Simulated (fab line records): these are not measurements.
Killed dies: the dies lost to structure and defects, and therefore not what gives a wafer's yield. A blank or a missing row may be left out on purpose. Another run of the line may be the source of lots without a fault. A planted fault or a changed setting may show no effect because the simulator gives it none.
Which tool is to blame? || flow berkeley_cmos170 || Sampling: 15 lots, 45 wafers, 3 of 331 route steps

WHAT THE GAUGES SHOWED, per wafer
UCB170_PSD_CD_MEAS_06: target cd 1200 nm.
{"lot": "L987", "measured": "day 8 05:44", "on": "cd_sem-02", "cd_nm (nm)": "1194.8 1195.8 1195.9"}
{"lot": "L986", "measured": "day 8 06:09", "on": "cd_sem-02", "cd_nm (nm)": "1197.9 1200.8 1200.3"}
{"lot": "L985", "measured": "day 8 05:50", "on": "cd_sem-01", "cd_nm (nm)": "1199.8 1198.7 1199.5"}
{"lot": "L988", "measured": "day 8 14:57", "on": "cd_sem-01", "cd_nm (nm)": "1199.5 1199.9 1200.7"}
{"lot": "L991", "measured": "day 9 08:10", "on": "cd_sem-01", "cd_nm (nm)": "1199.1 1198.7 1197.6"}
{"lot": "L990", "measured": "day 9 08:14", "on": "cd_sem-01", "cd_nm (nm)": "1200.3 1200.5 1198.6"}
{"lot": "L993", "measured": "day 9 19:01", "on": "cd_sem-02", "cd_nm (nm)": "1199.0 1199.7 1199.9"}
{"lot": "L992", "measured": "day 9 19:16", "on": "cd_sem-01", "cd_nm (nm)": "1202.2 1203.1 1204.0"}
{"lot": "L994", "measured": "day 10 04:24", "on": "cd_sem-01", "cd_nm (nm)": "1198.8 1199.4 1201.3"}
{"lot": "L996", "measured": "day 10 10:01", "on": "cd_sem-02", "cd_nm (nm)": "1199.9 1200.3 1200.2"}
{"lot": "L103", "measured": "day 11 21:58", "on": "cd_sem-02", "cd_nm (nm)": "1201.8 1203.1 1203.1"}
{"lot": "L105", "measured": "day 12 06:49", "on": "cd_sem-02", "cd_nm (nm)": "1202.6 1203.2 1200.5"}
{"lot": "L107", "measured": "day 12 07:05", "on": "cd_sem-02", "cd_nm (nm)": "1199.8 1199.1 1199.1"}
{"lot": "L106", "measured": "day 12 07:36", "on": "cd_sem-02", "cd_nm (nm)": "1202.1 1203.8 1203.3"}
{"lot": "L108", "measured": "day 12 17:17", "on": "cd_sem-02", "cd_nm (nm)": "1197.9 1199.8 1199.5"}

UCB170_NSD_TW_MEAS_10.
{"lot": "L987", "measured": "day 8 09:11", "on": "film_metro-02", "NSD_TW": "4153 4165 4137"}
{"lot": "L986", "measured": "day 8 09:29", "on": "film_metro-02", "NSD_TW": "4158 4156 4161"}
{"lot": "L985", "measured": "day 8 09:35", "on": "film_metro-04", "NSD_TW": "4112 4131 4105"}
{"lot": "L988", "measured": "day 8 17:41", "on": "film_metro-02", "NSD_TW": "4148 4159 4165"}
{"lot": "L991", "measured": "day 9 12:00", "on": "film_metro-02", "NSD_TW": "4137 4147 4145"}
{"lot": "L990", "measured": "day 9 11:43", "on": "film_metro-03", "NSD_TW": "4150 4127 4138"}
{"lot": "L993", "measured": "day 9 20:55", "on": "film_metro-02", "NSD_TW": "4137 4137 4132"}
{"lot": "L992", "measured": "day 9 21:11", "on": "film_metro-03", "NSD_TW": "4146 4136 4167"}
{"lot": "L994", "measured": "day 10 06:31", "on": "film_metro-03", "NSD_TW": "4173 4180 4181"}
{"lot": "L996", "measured": "day 10 11:54", "on": "film_metro-02", "NSD_TW": "4177 4177 4201"}
{"lot": "L103", "measured": "day 12 02:32", "on": "film_metro-03", "NSD_TW": "4182 4190 4189"}
{"lot": "L105", "measured": "day 12 08:54", "on": "film_metro-03", "NSD_TW": "4193 4188 4187"}
{"lot": "L107", "measured": "day 12 09:25", "on": "film_metro-03", "NSD_TW": "4200 4203 4185"}
{"lot": "L106", "measured": "day 12 09:52", "on": "film_metro-03", "NSD_TW": "4183 4212 4218"}
{"lot": "L108", "measured": "day 12 19:59", "on": "film_metro-04", "NSD_TW": "4091 4108 4118"}

TOOL THAT RAN EACH LOT (tool first, then ch and the chambers of the sampled wafers, then the start)
{"lot": "L987", "UCB170_NLDD_STRIP_10": "plasma_asher-02 ch 0,1, day 7 18:58"}
{"lot": "L986", "UCB170_NLDD_STRIP_10": "plasma_asher-03 ch 0,1, day 7 19:17"}
{"lot": "L985", "UCB170_NLDD_STRIP_10": "plasma_asher-04 ch 0,1, day 7 19:29"}
{"lot": "L988", "UCB170_NLDD_STRIP_10": "plasma_asher-02 ch 0,1, day 8 07:51"}
{"lot": "L991", "UCB170_NLDD_STRIP_10": "plasma_asher-02 ch 0,1, day 8 21:11"}
{"lot": "L990", "UCB170_NLDD_STRIP_10": "plasma_asher-03 ch 0,1, day 8 22:02"}
{"lot": "L993", "UCB170_NLDD_STRIP_10": "plasma_asher-02 ch 0,1, day 9 12:12"}
{"lot": "L992", "UCB170_NLDD_STRIP_10": "plasma_asher-02 ch 0,1, day 9 13:08"}
{"lot": "L994", "UCB170_NLDD_STRIP_10": "plasma_asher-04 ch 0,1, day 9 18:33"}
{"lot": "L996", "UCB170_NLDD_STRIP_10": "plasma_asher-03 ch 0,1, day 10 02:56"}
{"lot": "L103", "UCB170_NLDD_STRIP_10": "plasma_asher-04 ch 0,1, day 11 15:46"}
{"lot": "L105", "UCB170_NLDD_STRIP_10": "plasma_asher-04 ch 0,1, day 12 00:37"}
{"lot": "L107", "UCB170_NLDD_STRIP_10": "plasma_asher-04 ch 0,1, day 12 02:07"}
{"lot": "L106", "UCB170_NLDD_STRIP_10": "plasma_asher-04 ch 0,1, day 12 02:27"}
{"lot": "L108", "UCB170_NLDD_STRIP_10": "plasma_asher-02 ch 0,1, day 12 07:01"}
- UCB170_NLDD_STRIP_10: strips in O2.

AS READ BY THE TOOLS THEMSELVES (means over the sampled wafers that have a number; for cases with no such wafer, the mark the record gives instead)
UCB170_NLDD_STRIP_10.
{"lot": "L987", "tool": "plasma_asher-02", "drypump_motor_current_A (A)": 5.9, "oes_product_au (a.u.)": 0.736, "strip_time_to_endpoint_s (s)": 21.59}
{"lot": "L986", "tool": "plasma_asher-03", "drypump_motor_current_A (A)": 5.5, "oes_product_au (a.u.)": 0.733, "strip_time_to_endpoint_s (s)": 21.62}
{"lot": "L985", "tool": "plasma_asher-04", "drypump_motor_current_A (A)": 5.7, "oes_product_au (a.u.)": 0.736, "strip_time_to_endpoint_s (s)": 21.58}
{"lot": "L988", "tool": "plasma_asher-02", "drypump_motor_current_A (A)": 5.9, "oes_product_au (a.u.)": 0.735, "strip_time_to_endpoint_s (s)": 21.63}
{"lot": "L991", "tool": "plasma_asher-02", "drypump_motor_current_A (A)": 6.0, "oes_product_au (a.u.)": 0.731, "strip_time_to_endpoint_s (s)": 21.70}
{"lot": "L990", "tool": "plasma_asher-03", "drypump_motor_current_A (A)": 5.6, "oes_product_au (a.u.)": 0.734, "strip_time_to_endpoint_s (s)": 21.73}
{"lot": "L993", "tool": "plasma_asher-02", "drypump_motor_current_A (A)": 6.0, "oes_product_au (a.u.)": 0.740, "strip_time_to_endpoint_s (s)": 21.61}
{"lot": "L992", "tool": "plasma_asher-02", "drypump_motor_current_A (A)": 5.8, "oes_product_au (a.u.)": 0.733, "strip_time_to_endpoint_s (s)": 21.70}
{"lot": "L994", "tool": "plasma_asher-04", "drypump_motor_current_A (A)": 5.4, "oes_product_au (a.u.)": 0.738, "strip_time_to_endpoint_s (s)": 21.63}
{"lot": "L996", "tool": "plasma_asher-03", "drypump_motor_current_A (A)": 5.5, "oes_product_au (a.u.)": 0.731, "strip_time_to_endpoint_s (s)": 21.58}
{"lot": "L103", "tool": "plasma_asher-04", "drypump_motor_current_A (A)": 5.4, "oes_product_au (a.u.)": 0.736, "strip_time_to_endpoint_s (s)": 21.62}
{"lot": "L105", "tool": "plasma_asher-04", "drypump_motor_current_A (A)": 5.4, "oes_product_au (a.u.)": 0.736, "strip_time_to_endpoint_s (s)": 21.53}
{"lot": "L107", "tool": "plasma_asher-04", "drypump_motor_current_A (A)": 5.6, "oes_product_au (a.u.)": 0.734, "strip_time_to_endpoint_s (s)": 21.67}
{"lot": "L106", "tool": "plasma_asher-04", "drypump_motor_current_A (A)": 5.4, "oes_product_au (a.u.)": 0.732, "strip_time_to_endpoint_s (s)": 21.68}
{"lot": "L108", "tool": "plasma_asher-02", "drypump_motor_current_A (A)": 5.8, "oes_product_au (a.u.)": 0.734, "strip_time_to_endpoint_s (s)": 21.51}

THE ANSWER, worked out from the rows above alone
Rule: the usual values come from the lots themselves. Put in order of their means at a reading, lots are off if they are a third of the lots or fewer, leave a main group of 4 or more, and stand apart from it by a gap of 3 or more times the standard deviation of the main group's means; of several such gaps the widest counts. If all means in a main group match to the digits the tables above print for the reading, that group is not used. A lot without any number at a reading at which 4 lots or more have one is off too. Any other lot the step has rows for is counted as sound. First the gauges in route order, then the tools' own readings, where a lot's mean is used as printed above. At the first step where some lot is off, the reading lying furthest off is the one used; lots without a number count as furthest.
Across all readings shown, no lot is off: no conclusion can be drawn from this.

WHAT THE SIMULATOR HAD INSERTED
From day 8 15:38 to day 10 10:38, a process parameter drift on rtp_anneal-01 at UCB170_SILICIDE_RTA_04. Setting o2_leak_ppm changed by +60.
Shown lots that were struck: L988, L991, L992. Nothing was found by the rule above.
